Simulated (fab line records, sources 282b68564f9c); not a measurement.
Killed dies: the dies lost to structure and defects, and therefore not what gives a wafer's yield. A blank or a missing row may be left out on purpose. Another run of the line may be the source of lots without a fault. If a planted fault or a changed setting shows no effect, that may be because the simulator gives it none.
Split-lot study | flow ritCmos | route with 202 steps; 5 lots, 23 wafers read

## ABOUT THE SPLIT
At RIT_ACTIVE_ETCH_13 (etches Si3N4 in SF6, stops on SiO2, time 210 s, target depth 210 nm), the setting rfW was moved away from the recipe's 125 W on 5 of the 23 wafers read, by +4.1% to +8.3%. All remaining wafers had this setting at the recipe value.

## FROM THE SPLIT TO THE READING: what the file shows between them, 7 steps
- RIT_ACTIVE_STRIP_14: strips in O2, time 180 s
- RIT_ACTIVE_CD_MEAS_90: target cd 1400 nm
- RIT_FOX1_OXIDATION_00: target thk 350.7 nm, ox time 1130 s (also split here: tempC)
- RIT_FOX1_THK_MEAS_01
- RIT_FOX1_WET_ETCH_02: etches SiO2 in BOE, target depth 350 nm, time 390 s
- RIT_FOX2_OXIDATION_00: target thk 350.7 nm, ox time 1130 s
- RIT_FOX2_CLEAN_02: cleans in dHF, time 180 s

## THE READING
SiO2_of_ACTIVE_OXIDATION_01.thkNm (the simulator's own value, which no gauge read), in nm, at RIT_FOX2_WET_ETCH_03 (etches Si3N4 in H3PO4, target depth 195 nm, time 2700 s). The file does not state a usual value for it. Average 40.23 nm, standard deviation 0.69 nm, over the 18 wafers here run with the recipe.

wafer  | tool, chamber at the split | rfW as run, W | against the recipe | SiO2_of_ACTIVE_OXIDATION_01.thkNm, nm | against lot-mates on the recipe
L075.2 | rieDiel-02, 1              | 125           | recipe             | 40.23                                 | -
L075.3 | rieDiel-02, 2              | 125           | recipe             | 39.05                                 | -
L075.4 | rieDiel-02, 3              | 125           | recipe             | 39.6                                  | -
L075.5 | rieDiel-02, 0              | 125           | recipe             | 39.7                                  | -
L075.6 | rieDiel-02, 1              | 125           | recipe             | 40.46                                 | -
L077.1 | rieDiel-04, 0              | 130.1         | +4.1%              | 36.66                                 | -3.90
L077.2 | rieDiel-04, 2              | 125           | recipe             | 40.04                                 | -
L077.3 | rieDiel-04, 1              | 130.1         | +4.1%              | 38.15                                 | -2.41
L077.4 | rieDiel-04, 3              | 125           | recipe             | 40.89                                 | -
L077.6 | rieDiel-04, 2              | 125           | recipe             | 40.75                                 | -
L079.1 | rieDiel-01, 2              | 125           | recipe             | 41.08                                 | -
L079.3 | rieDiel-01, 0              | 125           | recipe             | 41.31                                 | -
L079.5 | rieDiel-01, 1              | 125           | recipe             | 41.04                                 | -
L080.1 | rieDiel-01, 0              | 125           | recipe             | 40.44                                 | -
L080.3 | rieDiel-01, 2              | 125           | recipe             | 40.25                                 | -
L080.4 | rieDiel-01, 3              | 125           | recipe             | 39.27                                 | -
L080.5 | rieDiel-01, 1              | 125           | recipe             | 40.31                                 | -
L080.6 | rieDiel-01, 2              | 125           | recipe             | 40.81                                 | -
L082.2 | rieDiel-04, 0              | 125           | recipe             | 38.84                                 | -
L082.3 | rieDiel-04, 2              | 135.4         | +8.3%              | 35.38                                 | -4.08
L082.4 | rieDiel-04, 1              | 135.4         | +8.3%              | 34.48                                 | -4.98
L082.5 | rieDiel-04, 2              | 125           | recipe             | 40.08                                 | -
L082.6 | rieDiel-04, 3              | 135.4         | +8.3%              | 36.57                                 | -2.89

THE FIT
A straight line over all 23 wafers: SiO2_of_ACTIVE_OXIDATION_01.thkNm changes by -0.585 nm for each +1% of rfW; r = -0.92; the points scatter about the line by 0.77 nm.
The same after taking each lot's own level away (the mean of its wafers on the recipe; 23 wafers): -0.512 nm for each +1%; r = -0.92; scatter 0.67 nm.
Per that fit: largest rfW move, reading shift of 4.3 nm.
Across the lots, their own levels run from 39.460 to 41.143 nm, a range of 2.4 times the standard deviation given above.
In other words, the slope is changed by the lot-to-lot level; the two fits disagree.
Check: for one of the wafers moved furthest among these (+8.3%), held out of the fit, the line's prediction against its lot-mates is -4.41 nm. Against them it came out at -4.08 nm.

## ADDITIONAL SPLITS CARRIED BY THESE WAFERS
Note: prior to the reading, these wafers also went through further splits. Each is held against what the fit with the lots' levels taken away leaves over:
other split on the same wafers     | wafers away from the commonest value | r with SiO2_of_ACTIVE_OXIDATION_01.thkNm (lot level and that fit taken away)
RIT_ACTIVE_CVD_03 sih2cl2FlowSccm  | 18                                   | -0.26
RIT_ACTIVE_DEVELOP_10 developTimeS | 10                                   | +0.03
RIT_FOX1_OXIDATION_00 tempC        | 15                                   | +0.11

## THE WHOLE CHAIN: every reading that the file lists as answering this split, in the file's order
step                 | what it does                                                        | reading                                                                            | change (the file's fit)               | r (the file's)
RIT_ACTIVE_ETCH_13   | etches Si3N4 in SF6, stops on SiO2, time 210 s, target depth 210 nm | SiO2_of_ACTIVE_OXIDATION_01.thkNm (the simulator's own value, which no gauge read) | -0.605 nm for each +1% of the setting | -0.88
RIT_FOX2_WET_ETCH_03 | etches Si3N4 in H3PO4, target depth 195 nm, time 2700 s             | SiO2_of_ACTIVE_OXIDATION_01.thkNm (the simulator's own value, which no gauge read) | -0.536 nm for each +1% of the setting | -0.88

## FILE'S OWN FIT
SiO2_of_ACTIVE_OXIDATION_01.thkNm changes by -0.536 nm for each +1% of rfW, r = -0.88.
